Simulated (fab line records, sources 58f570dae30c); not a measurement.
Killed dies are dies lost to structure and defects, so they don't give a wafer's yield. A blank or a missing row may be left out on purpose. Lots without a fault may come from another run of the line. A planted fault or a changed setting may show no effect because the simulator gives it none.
A struck lot beside a sound one | flow berkeley_cmos170 | 20 steps out of a route of 331
Sound: wafers L461.2, L461.4, L461.5. Struck: wafers L478.1, L478.5, L478.6. The cause comes at the end.
At each step with rows: each side's tool, then ch and its chambers, then its first start. Under that, the readings that differ: sound wafers | struck wafers | difference of the means | sigmas: that difference in standard deviations of wafers without a fault.
alike: readings whose means differ by less than 2 such deviations, and words and numbers that are the same on both sides. not compared: withheld readings, readings that some wafer has no value for, bounds like >300 that may hide the same value, and numbers for which the record gives no deviation and whose values overlap.
The two part at a step that has a row with sigmas, a row that says differs or no value, or rows on one side only. Numbers that don't overlap but have no deviation are shown without sigmas and don't part them. A reading that every wafer of one side lacks parts them only if that side has two wafers or more.

UCB170_CONTACT_ETCH_17: etches BARC in N2/H2.
  sound on rie_diel-02 ch 0,2, day 8 05:05; struck on rie_diel-01 ch 0,1,3, day 11 16:44
  alike: drypump_motor_current_A, oes_product_au, throttle_valve_pct
UCB170_CONTACT_ETCH_18: etches PSG in CHF3/CF4/Ar, stops on TiSi2, target depth 840 nm, time 195 s.
  sound on rie_diel-02 ch 0,2; struck on rie_diel-01 ch 0,1,3
  alike: CHF3_flow_sccm, drypump_motor_current_A, oes_product_au, throttle_valve_pct
  not compared: rf_hours_counter_h
UCB170_CONTACT_STRIP_19: strips in O2.
  sound on plasma_asher-01 ch 0, day 8 05:15; struck on plasma_asher-04 ch 0,1, day 11 16:55
  alike: drypump_motor_current_A, oes_product_au
  not compared: rf_hours_counter_h
UCB170_CONTACT_CD_MEAS_90: target cd 700 nm.
  sound on cd_sem-01, day 8 05:22; struck on cd_sem-01, day 11 17:01
  alike: cd_nm
then, 1 step without rows for these wafers: UCB170_CONTACT_CLEAN_20 (cleans in SPM, time 600 s).
UCB170_M1_SPUTTER_00: material Al, target thk 600 nm, time 80 s.
  sound on pvd_sputter-04, day 8 05:38; struck on pvd_sputter-04, day 11 17:19
  alike: throttle_valve_pct
UCB170_M1_RS_MEAS_01: measures by four-point-probe.
  sound on film_metro-04, day 8 05:44; struck on film_metro-02, day 11 17:22
  alike: M1_AL_RS
UCB170_M1_THK_MEAS_02: measures by xrf.
  sound on film_metro-04, day 8 05:50; struck on film_metro-02, day 11 17:29
  alike: M1_AL_THK
then, 4 steps without rows for these wafers: UCB170_M1_COAT_03; UCB170_M1_COAT_04 (resist thk 900 nm); UCB170_M1_SOFTBAKE_05 (time 60 s); UCB170_M1_EXPOSE_06 (exposes mask METAL1, target cd 700 nm).
UCB170_M1_PEB_07:
  sound on litho_track-01 ch 0, day 8 06:40; struck on litho_track-03 ch 0, day 11 18:14
  reading                  | sound             | struck            | difference | sigmas
  heater_power_total_W (W) | 56.80 56.86 56.70 | 58.55 58.55 58.47 | +1.74      | +40
then, 1 step without rows for these wafers: UCB170_M1_DEVELOP_08 (develop time 45 s).
UCB170_M1_CD_MEAS_09: target cd 700 nm.
  sound on cd_sem-02, day 8 06:56; struck on cd_sem-01, day 11 18:31
  reading    | sound             | struck            | difference | sigmas
  cd_nm (nm) | 700.9 699.0 700.0 | 707.0 707.1 708.2 | +7.5       | +5
UCB170_M1_OVL_MEAS_10:
  sound on overlay-02, day 8 07:03; struck on overlay-01, day 11 18:38
  alike: M1_OVL
UCB170_M1_ETCH_11: etches BARC in N2/H2.
  sound on rie_diel-01 ch 0, day 8 07:05; struck on rie_diel-04 ch 0,1,2, day 11 18:40
  reading             | sound             | struck            | difference | sigmas
  model.M1.cd_nm (nm) | 700.9 699.7 700.6 | 707.5 707.2 707.8 | +7.1       |
  alike: drypump_motor_current_A, oes_product_au, throttle_valve_pct
UCB170_M1_METAL_ETCH_12: etches Al in Cl2/BCl3, stops on PSG, target depth 780 nm, time 130 s.
  sound on rie_metal-03 ch 0,1, day 8 07:08; struck on rie_metal-02 ch 0,1, day 11 18:43
  reading                     | sound             | struck            | difference | sigmas
  drypump_motor_current_A (A) | 4.8 4.6 4.8       | 5.8 5.3 5.8       | +0.9       | +2
  model.M1.cd_nm (nm)         | 701.1 700.3 702.7 | 708.5 707.4 707.4 | +6.4       |
  alike: oes_product_au, throttle_valve_pct
  not compared: rf_hours_counter_h
UCB170_M1_STRIP_13: strips in O2.
  sound on plasma_asher-02 ch 0,1, day 8 07:17; struck on plasma_asher-03 ch 0,1, day 11 18:50
  alike: drypump_motor_current_A, oes_product_au
  not compared: rf_hours_counter_h
UCB170_M3_PROBE_99:
  the record has rows for the sound wafers here (prober-01, day 9 02:40) and none for the struck ones

WHERE THEY PART
First at UCB170_M1_PEB_07; last, within this record, at UCB170_M3_PROBE_99.

WHY: what the simulator had put in
Process parameter drift: litho_track-03, from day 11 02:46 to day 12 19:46, at UCB170_M1_PEB_07. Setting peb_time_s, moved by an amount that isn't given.
